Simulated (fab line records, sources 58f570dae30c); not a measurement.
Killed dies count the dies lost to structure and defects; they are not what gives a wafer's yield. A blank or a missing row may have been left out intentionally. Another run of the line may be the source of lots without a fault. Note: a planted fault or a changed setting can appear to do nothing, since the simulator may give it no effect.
Which tool was responsible? || flow berkeley_cmos170 || 11 lots, 33 wafers sampled, at 4 steps of a route of 331

WHAT EACH GAUGE READ, for each wafer
UCB170_V1_BOW_MEAS_03.
{"lot": "L951", "measured": "day 8 05:53", "on": "film_metro-02", "V1_BOW (um)": "25 31 24"}
{"lot": "L954", "measured": "day 8 05:53", "on": "film_metro-01", "V1_BOW (um)": "22 20 25"}
{"lot": "L953", "measured": "day 8 06:13", "on": "film_metro-02", "V1_BOW (um)": "28 28 12"}
{"lot": "L952", "measured": "day 8 06:14", "on": "film_metro-01", "V1_BOW (um)": "17 24 24"}
{"lot": "L958", "measured": "day 9 12:23", "on": "film_metro-03", "V1_BOW (um)": "14 33 19"}
{"lot": "L965", "measured": "day 10 20:26", "on": "film_metro-01", "V1_BOW (um)": "4 13 24"}
{"lot": "L966", "measured": "day 10 16:08", "on": "film_metro-02", "V1_BOW (um)": "16 26 26"}
{"lot": "L967", "measured": "day 10 16:28", "on": "film_metro-03", "V1_BOW (um)": "14 16 15"}
{"lot": "L971", "measured": "day 11 22:36", "on": "film_metro-01", "V1_BOW (um)": "36 28 14"}
{"lot": "L969", "measured": "day 11 19:53", "on": "film_metro-02", "V1_BOW (um)": "3 25 17"}
{"lot": "L974", "measured": "day 12 09:34", "on": "film_metro-01", "V1_BOW (um)": "15 15 32"}

WHAT TOOL EACH LOT RAN ON (gives the tool, then ch and the chambers of the sampled wafers, and finally the start)
{"lot": "L951", "UCB170_PFIELD_STRIP_08": "plasma_asher-04 ch 0,1, day 5 04:44", "UCB170_GATE_ETCH_14": "rie_diel-04 ch 0,1, day 7 01:13", "UCB170_M1_EXPOSE_06": "krf_scanner-01 ch 0, day 7 23:53"}
{"lot": "L954", "UCB170_PFIELD_STRIP_08": "plasma_asher-03 ch 1, day 5 05:02", "UCB170_GATE_ETCH_14": "rie_diel-03 ch 0,2, day 7 00:57", "UCB170_M1_EXPOSE_06": "krf_scanner-02 ch 0, day 7 23:25"}
{"lot": "L953", "UCB170_PFIELD_STRIP_08": "plasma_asher-04 ch 0,1, day 5 05:18", "UCB170_GATE_ETCH_14": "rie_diel-04 ch 1,2, day 7 00:55", "UCB170_M1_EXPOSE_06": "krf_scanner-01 ch 0, day 7 23:41"}
{"lot": "L952", "UCB170_PFIELD_STRIP_08": "plasma_asher-03 ch 0,1, day 5 05:32", "UCB170_GATE_ETCH_14": "rie_diel-03 ch 0,1,3, day 7 01:23", "UCB170_M1_EXPOSE_06": "krf_scanner-02 ch 0, day 8 01:05"}
{"lot": "L958", "UCB170_PFIELD_STRIP_08": "plasma_asher-03 ch 0,1, day 6 04:00", "UCB170_GATE_ETCH_14": "rie_diel-03 ch 0,2,3, day 8 00:01", "UCB170_M1_EXPOSE_06": "krf_scanner-02 ch 0, day 9 06:37"}
{"lot": "L965", "UCB170_PFIELD_STRIP_08": "plasma_asher-02 ch 0,1, day 7 14:40", "UCB170_GATE_ETCH_14": "rie_diel-04 ch 1,2,3, day 9 13:59", "UCB170_M1_EXPOSE_06": "krf_scanner-01 ch 0, day 10 14:50"}
{"lot": "L966", "UCB170_PFIELD_STRIP_08": "plasma_asher-03 ch 0,1, day 7 14:51", "UCB170_GATE_ETCH_14": "rie_diel-03 ch 1,3, day 9 13:29", "UCB170_M1_EXPOSE_06": "krf_scanner-01 ch 0, day 10 09:34"}
{"lot": "L967", "UCB170_PFIELD_STRIP_08": "plasma_asher-04 ch 0,1, day 7 15:40", "UCB170_GATE_ETCH_14": "rie_diel-04 ch 0,1, day 9 06:32", "UCB170_M1_EXPOSE_06": "krf_scanner-01 ch 0, day 10 09:25"}
{"lot": "L971", "UCB170_PFIELD_STRIP_08": "plasma_asher-02 ch 0,1, day 8 12:44", "UCB170_GATE_ETCH_14": "rie_diel-04 ch 0,2,3, day 10 18:22", "UCB170_M1_EXPOSE_06": "krf_scanner-01 ch 0, day 11 18:31"}
{"lot": "L969", "UCB170_PFIELD_STRIP_08": "plasma_asher-03 ch 0,1, day 8 12:54", "UCB170_GATE_ETCH_14": "rie_diel-03 ch 0,1, day 10 17:59", "UCB170_M1_EXPOSE_06": "krf_scanner-01 ch 0, day 11 15:56"}
{"lot": "L974", "UCB170_PFIELD_STRIP_08": "plasma_asher-02 ch 0,1, day 9 07:11", "UCB170_GATE_ETCH_14": "rie_diel-04 ch 2,3, day 11 01:42", "UCB170_M1_EXPOSE_06": "krf_scanner-01 ch 0, day 12 05:20"}
- UCB170_PFIELD_STRIP_08: strips in O2.
- UCB170_GATE_ETCH_14: etches BARC in N2/H2.
- UCB170_M1_EXPOSE_06: exposes mask METAL1, target cd 700 nm.

THE ANSWER, worked out from the rows above alone
Rule: what is usual is taken from the lots themselves. Put in order of their means at a reading, lots are off if they are a third of the lots or fewer, leave a main group of 4 or more, and stand apart from it by a gap of 3 or more times the standard deviation of the main group's means; of several such gaps the widest counts. The tables above print the reading to a certain number of digits; a main group whose means all agree to those digits is not used. A lot without any number at a reading at which 4 lots or more have one is off too. The other lots that the step has rows for count as sound.
Across all readings shown, no lot is off: no conclusion can be drawn from this.

WHAT THE SIMULATOR HAD PUT IN
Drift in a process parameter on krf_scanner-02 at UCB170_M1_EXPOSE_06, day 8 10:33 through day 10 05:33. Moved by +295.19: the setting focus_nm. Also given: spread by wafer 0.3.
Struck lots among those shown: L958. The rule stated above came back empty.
